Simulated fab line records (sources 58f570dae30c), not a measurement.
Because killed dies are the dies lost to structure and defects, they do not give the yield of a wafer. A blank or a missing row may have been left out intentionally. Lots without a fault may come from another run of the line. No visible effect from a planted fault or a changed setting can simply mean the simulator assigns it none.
2 desks, one fault / flow berkeley-cmos170 / numbers are kept per desk, each desk with only its own; the story behind them comes last

## METROLOGY DESK
Means of the sampled wafers that have a number, per lot and without regard to the tool the lot ran on: this is what the gauges read. Any lot whose mean is over 4 standard deviations away from the usual mean is out of limits and marked OUT; that distance is given in the brackets.
Columns: A = PFIELD_TW at UCB170_PFIELD_TW_MEAS_09, usual 606
lot=L221; first seen here=day 4 22:32; A=601
lot=L222; first seen here=day 5 06:49; A=608
lot=L224; first seen here=day 5 21:17; A=598
lot=L225; first seen here=day 6 05:34; A=604
lot=L227; first seen here=day 6 07:04; A=603
lot=L229; first seen here=day 6 12:49; A=610
lot=L228; first seen here=day 6 13:22; A=607
lot=L231; first seen here=day 7 00:37; A=607
lot=L230; first seen here=day 7 00:53; A=609
lot=L232; first seen here=day 7 15:28; A=611
lot=L234; first seen here=day 8 00:04; A=603
lot=L235; first seen here=day 8 09:44; A=602
lot=L241; first seen here=day 9 05:25; A=664 (+13) OUT
lot=L244; first seen here=day 9 23:41; A=661 (+13) OUT
Finding of this desk: L241, L244 out of limits, first seen on L241 at day 9 05:25 (PFIELD_TW at UCB170_PFIELD_TW_MEAS_09). Within limits: L221, L222, L224, L225, L227, L229, L228, L231, L230, L232, L234, L235.

## DESK OF THE TOOL OWNER: implanter-01
The tool's own readings at UCB170_PFIELD_IMPLANT_07, given as means over the sampled wafers that have a number, one for each lot that went through this tool. Any lot whose mean is over 4 standard deviations away from the usual mean is out of limits and marked OUT; that distance is given in the brackets.
Columns: A = dose-ions-cm2 at UCB170_PFIELD_IMPLANT_07, usual 2.0002e+13; B = end-station-pressure-torr at UCB170_PFIELD_IMPLANT_07, usual 5.03e-06 Torr; C = faraday-current-uA at UCB170_PFIELD_IMPLANT_07, usual 63.3
lot=L221; first seen here=day 4 22:18; A=1.9969e+13; B=5.11e-06; C=63.4
lot=L227; first seen here=day 6 06:49; A=1.9995e+13; B=4.96e-06; C=63.9
lot=L228; first seen here=day 6 13:08; A=1.9977e+13; B=4.90e-06; C=64.3
lot=L230; first seen here=day 7 00:39; A=2.0022e+13; B=5.07e-06; C=63.8
lot=L234; first seen here=day 7 23:49; A=1.9986e+13; B=4.81e-06; C=64.2
lot=L235; first seen here=day 8 09:31; A=2.0013e+13; B=5.11e-06; C=63.0
lot=L241; first seen here=day 9 05:10; A=2.6030e+13 (+99 or more) OUT; B=4.87e-06; C=82.6 (+15) OUT
lot=L244; first seen here=day 9 23:26; A=2.6006e+13 (+99 or more) OUT; B=4.96e-06; C=81.8 (+14) OUT
This desk's finding: out of limits on L241, L244; first on L241, day 9 05:10 (dose-ions-cm2 at UCB170_PFIELD_IMPLANT_07). Within limits: L221, L227, L228, L230, L234, L235.

## PUT TOGETHER
On L241, L244, at day 9 05:10, an alarm was possible from the tool owner's desk.
Metrology desk: alarm possible at day 9 05:25 on L241, L244.
All the named lots went through UCB170_PFIELD_IMPLANT_07 on implanter-01.

## WHAT THE SIMULATOR HAD PUT IN
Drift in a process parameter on implanter-01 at UCB170_PFIELD_IMPLANT_07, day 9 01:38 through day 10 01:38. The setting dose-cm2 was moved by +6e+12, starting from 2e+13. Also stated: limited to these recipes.
Struck lots among those shown: L241, L244.
Delay (hours) between the fault's onset and each desk's first out-of-limits reading: 4 at the tool owner's desk, 4 at the metrology desk.
